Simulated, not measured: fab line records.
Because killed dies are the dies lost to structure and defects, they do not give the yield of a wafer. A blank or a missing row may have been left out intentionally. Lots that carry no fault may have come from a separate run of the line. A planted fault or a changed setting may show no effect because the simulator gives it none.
fab line records	flow rit-cmos
record lots=5	wafers=23
route steps=202 shown GATE@89 PLDD@122 SPACER@128 SDANNEAL@153 NSD@158 SILICIDE@162 CONTACT@168 M1@192
start-h: hours from the record's first day to the start of the lot's first wafer shown	wait-h: hours since the lot's step before	" same as the row above	L1.1+2: a row that stands for several wafers	- no value, or no start given	* or withheld: withheld	< > ~ a bound
route shown NAME@n: a module of which the file shows steps, and the number in the route of the first	usual: mean and standard deviation over wafers with no fault	same: alike in all rows	chamber/n: place in a boat	sites: readings site by site	_std_site: standard deviation of those values	_edge_site: the outer-site mean with the inner-site mean subtracted	radius-mm: for every site, how far away it sits from the centre of the wafer	mask NAME#n: copy n	behind: tool/chamber where the wafer was last shaped	hold: reason for holding the lot/hours on hold/outcome of the hold	device: whichever transistor did not switch (one of n, p or np)	end of line: the tests these same wafers got at the end of their route	for a step that has no rows: nothing shown but its recipe	killed: at the first sort, the dies lost to defects and structure; wafer yield is something else	map: a wafer's dies, marking killed ones x, the rest . and places with no die _
set.NAME: the run value of the setting; set.NAME@STEP: its run value at that earlier step	model.NAME: the simulator's own value behind a step, which no gauge read
lots whose settings were changed on purpose; a table a step, a row a wafer
## steps
# step RIT_GATE_EXPOSE_13
# recipe mask-id=M6	na=0.6	source-shape=conventional	sigma-outer=0.6	target-cd-nm=150	dose-mj=380
lot.wafer	tool	chamber	start-h	wait-h	mask	set.dose-mj
L076.1+4+5	iline-stepper-01	0	46.26	0.2	M6#0	380
L079.2+3+4+5+6	iline-stepper-01	0	60.62	0.1	M6#0	380
L081.1+5	iline-stepper-01	0	72.24	0.1	M6#0	352.6
L081.3+4+6	"	0	"	"	M6#0	380
L082.1+3+4+5+6	iline-stepper-01	0	80.32	0.1	M6#0	380
L084.1+5	iline-stepper-01	0	87.47	0.1	M6#0	358.3
L084.3+4+6	"	0	"	"	M6#0	380
# step RIT_GATE_PEB_14
# recipe resist=NOVOLAK	temp-c=withheld	time-s=withheld
# step RIT_GATE_DEVELOP_15
# recipe resist=NOVOLAK	develop-time-s=50	dev-temp-c=23
# step RIT_GATE_CD_MEAS_16
# recipe target-cd-nm=150
# usual cd-nm=149.4/2
lot.wafer	tool	chamber	start-h	wait-h	set.dose-mj@GATE_EXPOSE_13	cd-nm
L076.1	cd-sem-02	-	46.80	-	380	146.0
L076.4	"	-	"	"	380	145.3
L076.5	"	-	"	"	380	146.6
L079.2	cd-sem-01	-	61.02	-	380	151.8
L079.3	"	-	"	"	380	152.0
L079.4	"	-	"	"	380	152.0
L079.5	"	-	"	"	380	152.2
L079.6	"	-	"	"	380	151.4
L081.1	cd-sem-01	-	72.64	-	352.6	190.6
L081.3	"	-	"	"	380	152.9
L081.4	"	-	"	"	380	152.0
L081.5	"	-	"	"	352.6	189.9
L081.6	"	-	"	"	380	150.2
L082.1	cd-sem-01	-	80.72	-	380	148.7
L082.3	"	-	"	"	380	150.5
L082.4	"	-	"	"	380	148.5
L082.5	"	-	"	"	380	149.6
L082.6	"	-	"	"	380	147.8
L084.1	cd-sem-02	-	87.87	-	358.3	179.2
L084.3	"	-	"	"	380	148.3
L084.4	"	-	"	"	380	147.9
L084.5	"	-	"	"	358.3	177.5
L084.6	"	-	"	"	380	146.0
# step RIT_GATE_HARDBAKE_18
# recipe resist=NOVOLAK	temp-c=140	time-s=60
# step RIT_GATE_ETCH_19
# recipe chemistry=SF6/CHF3/O2	time-s=165	SF6_flow_sccm=30	CHF3_flow_sccm=30	O2_flow_sccm=5	target=poly-Si	pressure-mtorr=40	rf-w=160	target-depth-a=3125	over-etch-frac=0.25	stop-on=SiO2
lot.wafer	tool	chamber	start-h	wait-h	set.dose-mj@GATE_EXPOSE_13	model.GATE.cd-nm
L076.1	rie-si-02	0	47.18	0.1	380	145.6
L076.4	"	1	"	"	380	145.3
L076.5	"	0	"	"	380	146.7
L079.2+6	rie-si-01	0	61.30	0.1	380	151.6
L079.3	"	3	"	"	380	152.3
L079.4	"	1	"	"	380	152.4
L079.5	"	1	"	"	380	152.5
L081.1	rie-si-01	1	72.94	0.1	352.6	190.2
L081.3	"	2	"	"	380	153
L081.4	"	3	"	"	380	152.2
L081.5	"	0	"	"	352.6	189.8
L081.6	"	1	"	"	380	150.1
L082.1	rie-si-02	0	81.03	0.1	380	148.7
L082.3	"	1	"	"	380	150.5
L082.4	"	3	"	"	380	148.5
L082.5	"	1	"	"	380	149.8
L082.6	"	0	"	"	380	148
L084.1	rie-si-02	3	88.18	0.1	358.3	179.4
L084.3	"	0	"	"	380	148.1
L084.4	"	0	"	"	380	148.2
L084.5	"	3	"	"	358.3	177.4
L084.6	"	1	"	"	380	145.8
# step RIT_GATE_STRIP_20
# recipe chemistry=O2	time-s=180	resist=NOVOLAK	platen-temp-c=withheld	power-w=500	pressure-mtorr=4000	o2-flow-sccm=4000
# step RIT_GATE_CD_MEAS_90
# recipe target-cd-nm=150
# usual cd-nm=149.4/2
lot.wafer	tool	chamber	start-h	wait-h	set.dose-mj@GATE_EXPOSE_13	cd-nm
L076.1	cd-sem-02	-	47.47	0.1	380	145.7
L076.4	"	-	"	"	380	145.2
L076.5	"	-	"	"	380	146.7
L079.2	cd-sem-01	-	61.61	0.1	380	151.5
L079.3	"	-	"	"	380	152.3
L079.4	"	-	"	"	380	152.3
L079.5	"	-	"	"	380	152.4
L079.6	"	-	"	"	380	151.7
L081.1	cd-sem-01	-	73.23	0.1	352.6	190.3
L081.3	"	-	"	"	380	152.9
L081.4	"	-	"	"	380	152.6
L081.5	"	-	"	"	352.6	189.9
L081.6	"	-	"	"	380	150.3
L082.1	cd-sem-01	-	81.31	0.1	380	148.5
L082.3	"	-	"	"	380	150.7
L082.4	"	-	"	"	380	148.8
L082.5	"	-	"	"	380	149.8
L082.6	"	-	"	"	380	148.1
L084.1	cd-sem-01	-	88.46	0.1	358.3	179.2
L084.3	"	-	"	"	380	148.2
L084.4	"	-	"	"	380	148.2
L084.5	"	-	"	"	358.3	177.8
L084.6	"	-	"	"	380	145.8
# step RIT_PLDD_IMPLANT_08
# recipe species=BF2	energy-kev=20	dose-cm2=9e+14	tilt-deg=7
lot.wafer	tool	chamber	start-h	wait-h	set.energy-kev	model.implant.rp-nm	model.implant.drp-nm
L076.1+4+5	implanter-02	0	53.98	0.1	20	16.86	9.752
L079.2+3+4+5+6	implanter-01	0	67.61	0.1	20	17.2	9.752
L081.1+4	implanter-01	0	79.36	0.1	20	17.43	9.752
L081.3+5+6	"	0	"	"	21.16	18.22	10.15
L082.1+5+6	implanter-04	0	87.44	0.1	18.88	16.02	9.365
L082.3+4	"	0	"	"	20	16.75	9.752
L084.1+4+5	implanter-04	0	94.96	0.1	19.08	17.07	9.434
L084.3+6	"	0	"	"	20	17.71	9.752
# step RIT_SPACER_CVD_03
# recipe material=Si3N4	target-thk-nm=250	temp-c=810	precursor=SiH2Cl2/NH3	time-s=3300	pressure-mtorr=300	sih2cl2-flow-sccm=60	nh3-flow-sccm=150
lot.wafer	tool	chamber	start-h	wait-h	set.pressure-mtorr	model.Si3N4_of_SPACER_CVD_03.thk-nm
L076.1	lpcvd-02	1	54.77	0.0	300	253.2
L076.4	"	1	"	"	300	253.7
L076.5	"	1	"	"	300	254.8
L079.2	-	-	-	0.0	341.7	260.3
L079.3	"	-	"	"	341.7	262.1
L079.4	"	-	"	"	341.7	260
L079.5+6	"	-	"	"	341.7	260.5
L081.1	-	-	-	0.0	300	250.7
L081.3	"	-	"	"	300	249.1
L081.4	"	-	"	"	300	250.8
L081.5	"	-	"	"	300	250.6
L081.6	"	-	"	"	300	250
L082.1	-	-	-	0.0	313.8	258.1
L082.3	"	-	"	"	313.8	255.9
L082.4	"	-	"	"	313.8	253.7
L082.5	"	-	"	"	313.8	255.5
L082.6	"	-	"	"	313.8	253.9
L084.1	-	-	-	0.0	341.4	263.3
L084.3	"	-	"	"	341.4	262
L084.4	"	-	"	"	341.4	262.7
L084.5	"	-	"	"	341.4	264.6
L084.6	"	-	"	"	341.4	263.5
# step RIT_SDANNEAL_CLEAN_00
# recipe chemistry=SC1	mix=3:3:50	time-s=600	temp-c=75
lot.wafer	tool	chamber	start-h	wait-h	set.temp-c
L076.1+4+5	wet-bench-02	1	60.27	0.1	75
L079.2+3+4+5+6	-	-	-	0.0	76.97
L081.1+3+4+5+6	-	-	-	0.1	75
L082.1+3+4+5+6	-	-	-	0.1	78.07
L084.1+3+4+5+6	-	-	-	0.1	72.29
# step RIT_SDANNEAL_CLEAN_01
# recipe chemistry=dHF	dilution=50:1	time-s=30
# step RIT_SDANNEAL_CLEAN_02
# recipe chemistry=SC2	mix=3:3:50	time-s=600	temp-c=75	dry=n2-spin
# step RIT_SDANNEAL_RTA_03
# recipe temp-c=1050	time-s=4.907	idle-temp-c=600	ramp-up-c-per-s=342	ramp-down-c-per-s=171	cool-to-c=600	ambient=N2
# step RIT_SDANNEAL_RS_MEAS_05
# recipe thk-meas-gauge=four-point-probe
# usual NSD_RS=84.72/0.27
lot.wafer	tool	chamber	start-h	wait-h	set.energy-kev@PLDD_IMPLANT_08	NSD_RS[ohm/sq]
L076.1	film-metro-02	-	60.82	0.1	20	84.56
L076.4	"	-	"	"	20	84.52
L076.5	"	-	"	"	20	84.50
L079.2	film-metro-02	-	74.23	0.1	20	-
L079.3	"	-	"	"	20	84.84
L079.4	"	-	"	"	20	-
L079.5	"	-	"	"	20	84.96
L079.6	"	-	"	"	20	-
L081.1	film-metro-02	-	85.75	0.1	20	84.39
L081.3	"	-	"	"	21.16	-
L081.4	"	-	"	"	20	84.45
L081.5	"	-	"	"	21.16	-
L081.6	"	-	"	"	21.16	84.10
L082.1	film-metro-01	-	94.91	0.1	18.88	84.43
L082.3	"	-	"	"	20	-
L082.4	"	-	"	"	20	-
L082.5	"	-	"	"	18.88	-
L082.6	"	-	"	"	18.88	84.42
L084.1	film-metro-02	-	102.44	0.1	19.08	-
L084.3	"	-	"	"	20	84.66
L084.4	"	-	"	"	19.08	84.83
L084.5	"	-	"	"	19.08	-
L084.6	"	-	"	"	20	-
# step RIT_SDANNEAL_RS_MEAS_06
# recipe thk-meas-gauge=four-point-probe
# usual PLDD_RS=178.8/0.4
lot.wafer	tool	chamber	start-h	wait-h	set.energy-kev@PLDD_IMPLANT_08	PLDD_RS[ohm/sq]
L076.1	film-metro-02	-	60.94	0.1	20	178.2
L076.4	"	-	"	"	20	178.0
L076.5	"	-	"	"	20	177.9
L079.2	film-metro-02	-	74.35	0.1	20	179.2
L079.3	"	-	"	"	20	178.3
L079.4	"	-	"	"	20	178.9
L079.5	"	-	"	"	20	178.4
L079.6	"	-	"	"	20	178.5
L081.1	film-metro-02	-	85.87	0.1	20	178.3
L081.3	"	-	"	"	21.16	175.0
L081.4	"	-	"	"	20	179.1
L081.5	"	-	"	"	21.16	175.1
L081.6	"	-	"	"	21.16	174.9
L082.1	film-metro-01	-	95.03	0.1	18.88	182.3
L082.3	"	-	"	"	20	178.3
L082.4	"	-	"	"	20	178.9
L082.5	"	-	"	"	18.88	182.5
L082.6	"	-	"	"	18.88	182.6
L084.1	film-metro-02	-	102.56	0.1	19.08	181.7
L084.3	"	-	"	"	20	178.7
L084.4	"	-	"	"	19.08	182.0
L084.5	"	-	"	"	19.08	181.9
L084.6	"	-	"	"	20	178.7
# step RIT_SILICIDE_SPUTTER_01
# recipe material=Ti	target-thk-nm=30	power-w=350	chamber-pressure-pa=0.667	gas=Ar	time-s=240	substrate-temp-c=25
lot.wafer	tool	chamber	start-h	wait-h	set.power-w	model.Ti_of_SILICIDE_SPUTTER_01.thk-nm
L076.1	pvd-sputter-03	-	61.19	0.0	350	29.89
L076.4	"	-	"	"	350	30.16
L076.5	"	-	"	"	350	30.27
L079.2	pvd-sputter-02	-	74.59	0.0	350	29.71
L079.3	"	-	"	"	350	30.11
L079.4	"	-	"	"	350	29.72
L079.5	"	-	"	"	350	29.89
L079.6	"	-	"	"	350	29.82
L081.1	pvd-sputter-02	-	86.12	0.0	309	26.57
L081.3	"	-	"	"	309	26.34
L081.4	"	-	"	"	309	26.3
L081.5	"	-	"	"	350	29.68
L081.6	"	-	"	"	350	29.81
L082.1	pvd-sputter-03	-	95.28	0.0	350	30.2
L082.3	"	-	"	"	329.7	28.25
L082.4	"	-	"	"	350	29.61
L082.5	"	-	"	"	350	29.78
L082.6	"	-	"	"	329.7	28.01
L084.1	pvd-sputter-03	-	102.81	0.0	350	30.49
L084.3	"	-	"	"	390.5	33.87
L084.4	"	-	"	"	350	30.05
L084.5	"	-	"	"	390.5	34.04
L084.6	"	-	"	"	350	30.31
# step RIT_SILICIDE_RS_MEAS_02
# recipe thk-meas-gauge=four-point-probe	reads=Ti_of_SILICIDE_SPUTTER_01
# usual SILICIDE_TI_RS=47.9/0.54
lot.wafer	tool	chamber	start-h	wait-h	set.power-w@SILICIDE_SPUTTER_01	SILICIDE_TI_RS[ohm/sq]
L076.1	film-metro-03	-	61.34	0.1	350	48.2
L076.4	"	-	"	"	350	47.6
L076.5	"	-	"	"	350	47.4
L079.2	film-metro-02	-	74.76	0.1	350	48.3
L079.3	"	-	"	"	350	47.5
L079.4	"	-	"	"	350	48.4
L079.5	"	-	"	"	350	48.0
L079.6	"	-	"	"	350	48.2
L081.1	film-metro-02	-	86.27	0.1	309	55.7
L081.3	"	-	"	"	309	56.3
L081.4	"	-	"	"	309	56.4
L081.5	"	-	"	"	350	48.4
L081.6	"	-	"	"	350	48.2
L082.1	film-metro-03	-	95.43	0.1	350	47.5
L082.3	"	-	"	"	329.7	51.8
L082.4	"	-	"	"	350	48.7
L082.5	"	-	"	"	350	48.4
L082.6	"	-	"	"	329.7	52.2
L084.1	film-metro-03	-	103.01	0.1	350	47.1
L084.3	"	-	"	"	390.5	41.3
L084.4	"	-	"	"	350	47.9
L084.5	"	-	"	"	390.5	41.1
L084.6	"	-	"	"	350	47.5
# step RIT_SILICIDE_THK_MEAS_03
# recipe thk-meas-gauge=xrf	reads=Ti_of_SILICIDE_SPUTTER_01
# usual SILICIDE_TI_THK=30.1/0.34
lot.wafer	tool	chamber	start-h	wait-h	set.power-w@SILICIDE_SPUTTER_01	SILICIDE_TI_THK[nm]
L076.1	film-metro-03	-	61.46	0.1	350	29.8
L076.4	"	-	"	"	350	30.2
L076.5	"	-	"	"	350	30.3
L079.2	film-metro-02	-	74.87	0.1	350	29.9
L079.3	"	-	"	"	350	30.3
L079.4	"	-	"	"	350	29.9
L079.5	"	-	"	"	350	30.1
L079.6	"	-	"	"	350	30.0
L081.1	film-metro-02	-	86.39	0.1	309	26.8
L081.3	"	-	"	"	309	26.5
L081.4	"	-	"	"	309	26.4
L081.5	"	-	"	"	350	30.0
L081.6	"	-	"	"	350	30.1
L082.1	film-metro-03	-	95.55	0.1	350	30.1
L082.3	"	-	"	"	329.7	28.2
L082.4	"	-	"	"	350	29.7
L082.5	"	-	"	"	350	29.7
L082.6	"	-	"	"	329.7	28.0
L084.1	film-metro-03	-	103.13	0.1	350	30.6
L084.3	"	-	"	"	390.5	34.0
L084.4	"	-	"	"	350	30.1
L084.5	"	-	"	"	390.5	34.2
L084.6	"	-	"	"	350	30.4
# step RIT_CONTACT_CVD_00
# recipe material=SiO2	target-thk-nm=400	precursor=TEOS	temp-c=390	time-s=61	rf-w=400
lot.wafer	tool	chamber	start-h	wait-h	set.time-s	model.SiO2_of_CONTACT_CVD_00.thk-nm
L076.1	pecvd-04	1	61.69	0.1	61	391.3
L076.4	"	1	"	"	61	393.1
L076.5	"	0	"	"	61	398.5
L079.2	pecvd-04	0	75.10	0.0	61	392.2
L079.3	"	0	"	"	54.01	353.7
L079.4	"	1	"	"	54.01	355.6
L079.5	"	1	"	"	61	398.1
L079.6	"	0	"	"	61	397.7
L081.1	pecvd-02	0	86.63	0.1	69.66	458.7
L081.3	"	2	"	"	69.66	459.9
L081.4	"	0	"	"	61	406.1
L081.5	"	1	"	"	61	408.6
L081.6	"	2	"	"	69.66	462.7
L082.1	pecvd-04	2	95.79	0.1	61	399
L082.3	"	0	"	"	61	399.1
L082.4	"	1	"	"	69.74	466.8
L082.5	"	0	"	"	69.74	461.2
L082.6	"	2	"	"	69.74	467.4
L084.1	pecvd-04	0	103.43	0.1	61	390.7
L084.3	"	2	"	"	61	396.9
L084.4	"	2	"	"	61	396.5
L084.5	"	1	"	"	64.82	422.5
L084.6	"	0	"	"	64.82	421.5
# step RIT_CONTACT_THK_MEAS_01
# recipe reads=SiO2_of_CONTACT_CVD_00
# usual CONTACT_TEOS_THK=400/5
lot.wafer	tool	chamber	start-h	wait-h	set.time-s@CONTACT_CVD_00	CONTACT_TEOS_THK[nm]
L076.1	film-metro-01	-	61.77	0.1	61	391
L076.4	"	-	"	"	61	393
L076.5	"	-	"	"	61	399
L079.2	film-metro-01	-	75.18	0.1	61	392
L079.3	"	-	"	"	54.01	354
L079.4	"	-	"	"	54.01	356
L079.5	"	-	"	"	61	398
L079.6	"	-	"	"	61	398
L081.1	film-metro-03	-	86.68	0.0	69.66	459
L081.3	"	-	"	"	69.66	460
L081.4	"	-	"	"	61	406
L081.5	"	-	"	"	61	409
L081.6	"	-	"	"	69.66	462
L082.1	film-metro-03	-	95.84	0.0	61	399
L082.3	"	-	"	"	61	399
L082.4	"	-	"	"	69.74	467
L082.5	"	-	"	"	69.74	461
L082.6	"	-	"	"	69.74	467
L084.1	film-metro-03	-	103.49	0.0	61	391
L084.3	"	-	"	"	61	397
L084.4	"	-	"	"	61	396
L084.5	"	-	"	"	64.82	422
L084.6	"	-	"	"	64.82	421
# step RIT_CONTACT_ETCH_11
# recipe target-depth-a=4800	over-etch-frac=0.2	stop-on=TiSi2	chemistry=CHF3/CF4/Ar	target=SiO2	CHF3_flow_sccm=50	cf4-flow-sccm=10	Ar_flow_sccm=100	O2_flow_sccm=5	pressure-mtorr=100	rf-w=200	time-s=320
lot.wafer	tool	chamber	start-h	wait-h	set.over-etch-frac	set.time-s@CONTACT_CVD_00	model.etch.depth-nm	model.CONTACT.feature-depth-nm
L076.1	rie-diel-03	1	63.23	0.1	0.2	61	391.3	391.3
L076.4	"	3	"	"	0.2	61	393.1	393.1
L076.5	"	3	"	"	0.2	61	398.5	398.5
L079.2	rie-diel-03	0	76.71	0.1	0.2566	61	392.2	392.2
L079.3	"	3	"	"	0.2	54.01	353.7	353.7
L079.4	"	0	"	"	0.2566	54.01	355.6	355.6
L079.5	"	3	"	"	0.2	61	398.1	398.1
L079.6	"	1	"	"	0.2	61	397.7	397.7
L081.1	rie-diel-04	2	88.14	0.1	0.2514	69.66	458.7	458.7
L081.3	"	1	"	"	0.2	69.66	459.9	459.9
L081.4	"	3	"	"	0.2	61	406.1	406.1
L081.5	"	2	"	"	0.2	61	408.6	408.6
L081.6	"	3	"	"	0.2514	69.66	462.7	462.7
L082.1	rie-diel-03	0	97.30	0.1	0.2	61	399	399
L082.3	"	1	"	"	0.2	61	399.1	399.1
L082.4	"	3	"	"	0.2	69.74	466.8	466.8
L082.5	"	2	"	"	0.2	69.74	461.2	461.2
L082.6	"	3	"	"	0.2	69.74	467.4	467.4
L084.1	rie-diel-04	2	104.88	0.1	0.2	61	390.7	390.7
L084.3	"	3	"	"	0.2	61	396.9	396.9
L084.4	"	0	"	"	0.2	61	396.5	396.5
L084.5	"	2	"	"	0.2	64.82	422.5	422.5
L084.6	"	3	"	"	0.2	64.82	421.5	421.5
# step RIT_M1_DEVELOP_08
# recipe resist=NOVOLAK	develop-time-s=68	dev-temp-c=23
lot.wafer	tool	chamber	start-h	wait-h	set.develop-time-s
L076.1+4+5	litho-track-02	0	-	-	68
L079.2+3+4+5+6	litho-track-03	0	-	-	68
L081.1+3	litho-track-04	0	-	-	61.81
L081.4+5+6	"	0	"	"	68
L082.1+4	litho-track-03	0	-	-	68
L082.3+5+6	"	0	"	"	75.81
L084.1+5	litho-track-03	0	-	-	68
L084.3+4+6	"	0	"	"	64.98
# step RIT_M1_CD_MEAS_09
# recipe target-cd-nm=2600
# usual cd-nm=2600.6/1.9
lot.wafer	tool	chamber	start-h	wait-h	set.develop-time-s@M1_DEVELOP_08	cd-nm
L076.1	cd-sem-01	-	65.66	-	68	2599.0
L076.4	"	-	"	"	68	2598.7
L076.5	"	-	"	"	68	2601.6
L079.2	cd-sem-01	-	79.06	-	68	2602.9
L079.3	"	-	"	"	68	2602.8
L079.4	"	-	"	"	68	2602.8
L079.5	"	-	"	"	68	2600.5
L079.6	"	-	"	"	68	2603.6
L081.1	cd-sem-01	-	90.55	-	61.81	2607.0
L081.3	"	-	"	"	61.81	2607.0
L081.4	"	-	"	"	68	2597.6
L081.5	"	-	"	"	68	2598.1
L081.6	"	-	"	"	68	2599.5
L082.1	cd-sem-01	-	99.71	-	68	2600.5
L082.3	"	-	"	"	75.81	2590.3
L082.4	"	-	"	"	68	2600.7
L082.5	"	-	"	"	75.81	2587.8
L082.6	"	-	"	"	75.81	2591.3
L084.1	cd-sem-01	-	107.25	-	68	2598.6
L084.3	"	-	"	"	64.98	2602.4
L084.4	"	-	"	"	64.98	2602.8
L084.5	"	-	"	"	68	2599.5
L084.6	"	-	"	"	64.98	2599.3
# step RIT_M1_PROBE_99
lot.wafer	tool	chamber	start-h	wait-h	set.dose-mj@GATE_EXPOSE_13	model.etest.nmos_0p15.drive-ua-um	model.etest.nmos_0p15.r-on-ohm-um	model.etest.pmos_0p15.r-on-ohm-um	model.etest.pmos-turned.r-on-ohm-um
L076.1	prober-02	-	68.58	0.1	380	478.4	1123	2724	3451
L076.4	prober-02	-	68.73	0.2	380	470.4	1166	2727	3443
L076.5	prober-02	-	68.78	0.2	380	468.2	1152	2714	3438
L079.2	prober-02	-	81.79	0.1	380	465.1	1096	2846	3597
L079.3	prober-02	-	81.84	0.2	380	460	1099	2848	3581
L079.4	prober-02	-	81.89	0.2	380	461.6	1118	2854	3539
L079.5	prober-02	-	81.94	0.2	380	464.3	1092	2846	3574
L079.6	prober-02	-	81.99	0.2	380	474.9	1074	2756	3410
L081.1	prober-02	-	93.67	0.1	352.6	363.9	1379	3604	4260
L081.3	prober-02	-	93.77	0.2	380	465.6	1122	2672	3305
L081.4	prober-02	-	93.82	0.2	380	471	1106	2779	3444
L081.5	prober-02	-	93.87	0.2	352.6	366	1377	3465	4049
L081.6	prober-02	-	93.92	0.2	380	470.1	1159	2698	3330
L082.1	prober-01	-	103.67	0.1	380	471.2	1111	2941	3766
L082.3	prober-01	-	103.77	0.2	380	452.5	1138	2871	3668
L082.4	prober-01	-	103.82	0.2	380	466.1	1147	2866	3636
L082.5	prober-01	-	103.87	0.2	380	456.9	1141	3042	3892
L082.6	prober-01	-	103.92	0.2	380	473.9	1132	2981	3802
L084.1	prober-01	-	109.94	0.1	358.3	380.2	1299	3468	4120
L084.4	prober-01	-	110.09	0.2	380	493.2	1061	2691	3358
L084.6	prober-01	-	110.19	0.2	380	-	-	-	-
# killed by level:class
L076.1 GATE:geometric-particle:short=3 GATE:geometric-particle:open=1
L076.4 GATE:geometric-particle:open=3 GATE:geometric-particle:short=1 REOX:geometric-particle:short=1 SPACER:geometric-particle:open=1 SILICIDE:geometric-particle:short=1 PWELL:coat-microbubble-printed=1
L076.5 GATE:geometric-particle:short=6 GATE:geometric-particle:open=2 SILICIDE:geometric-particle:short=2 FOX1:geometric-particle:open=1 REOX:geometric-particle:short=1 REOX:geometric-particle:open=1
## key
split step=RIT_GATE_EXPOSE_13	setting=dose-mj	stated=380	by=wafer
response step=RIT_GATE_CD_MEAS_16	reading=cd-nm	change=-5.38	per=1%	r=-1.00
response step=RIT_GATE_ETCH_19	reading=model.GATE.cd-nm	change=-5.35	per=1%	r=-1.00
response step=RIT_GATE_CD_MEAS_90	reading=cd-nm	change=-5.35	per=1%	r=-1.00
response step=RIT_M1_PROBE_99	reading=model.etest.pmos-turned.r-on-ohm-um	change=-115	per=1%	r=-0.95
response step=RIT_M1_PROBE_99	reading=model.etest.pmos_0p15.r-on-ohm-um	change=-118	per=1%	r=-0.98
response step=RIT_M1_PROBE_99	reading=model.etest.nmos_0p15.r-on-ohm-um	change=-36	per=1%	r=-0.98
response step=RIT_M1_PROBE_99	reading=model.etest.nmos_0p15.drive-ua-um	change=+15.5	per=1%	r=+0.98
split step=RIT_PLDD_IMPLANT_08	setting=energy-kev	stated=20	by=wafer
response step=RIT_PLDD_IMPLANT_08	reading=model.implant.rp-nm	change=+0.135	per=1%	r=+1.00
response step=RIT_PLDD_IMPLANT_08	reading=model.implant.drp-nm	change=+0.0686	per=1%	r=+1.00
response step=RIT_SDANNEAL_RS_MEAS_05	reading=NSD_RS	change=-0.0487	per=1%	r=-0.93
response step=RIT_SDANNEAL_RS_MEAS_06	reading=PLDD_RS	change=-0.669	per=1%	r=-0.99
split step=RIT_SPACER_CVD_03	setting=pressure-mtorr	stated=300	by=lot
response step=RIT_SPACER_CVD_03	reading=model.Si3N4_of_SPACER_CVD_03.thk-nm	change=+0.742	per=1%	r=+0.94
split step=RIT_SDANNEAL_CLEAN_00	setting=temp-c	stated=75	by=lot
response none clear
split step=RIT_SILICIDE_SPUTTER_01	setting=power-w	stated=350	by=wafer
response step=RIT_SILICIDE_SPUTTER_01	reading=model.Ti_of_SILICIDE_SPUTTER_01.thk-nm	change=+0.301	per=1%	r=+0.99
response step=RIT_SILICIDE_RS_MEAS_02	reading=SILICIDE_TI_RS	change=-0.612	per=1%	r=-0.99
response step=RIT_SILICIDE_THK_MEAS_03	reading=SILICIDE_TI_THK	change=+0.307	per=1%	r=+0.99
split step=RIT_CONTACT_CVD_00	setting=time-s	stated=61	by=wafer
response step=RIT_CONTACT_CVD_00	reading=model.SiO2_of_CONTACT_CVD_00.thk-nm	change=+4.06	per=1%	r=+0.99
response step=RIT_CONTACT_THK_MEAS_01	reading=CONTACT_TEOS_THK	change=+4.05	per=1%	r=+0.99
response step=RIT_CONTACT_ETCH_11	reading=model.etch.depth-nm	change=+4.06	per=1%	r=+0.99
response step=RIT_CONTACT_ETCH_11	reading=model.CONTACT.feature-depth-nm	change=+4.06	per=1%	r=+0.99
split step=RIT_CONTACT_ETCH_11	setting=over-etch-frac	stated=0.2	by=wafer
response none clear
split step=RIT_M1_DEVELOP_08	setting=develop-time-s	stated=68	by=wafer
response step=RIT_M1_CD_MEAS_09	reading=cd-nm	change=-0.912	per=1%	r=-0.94
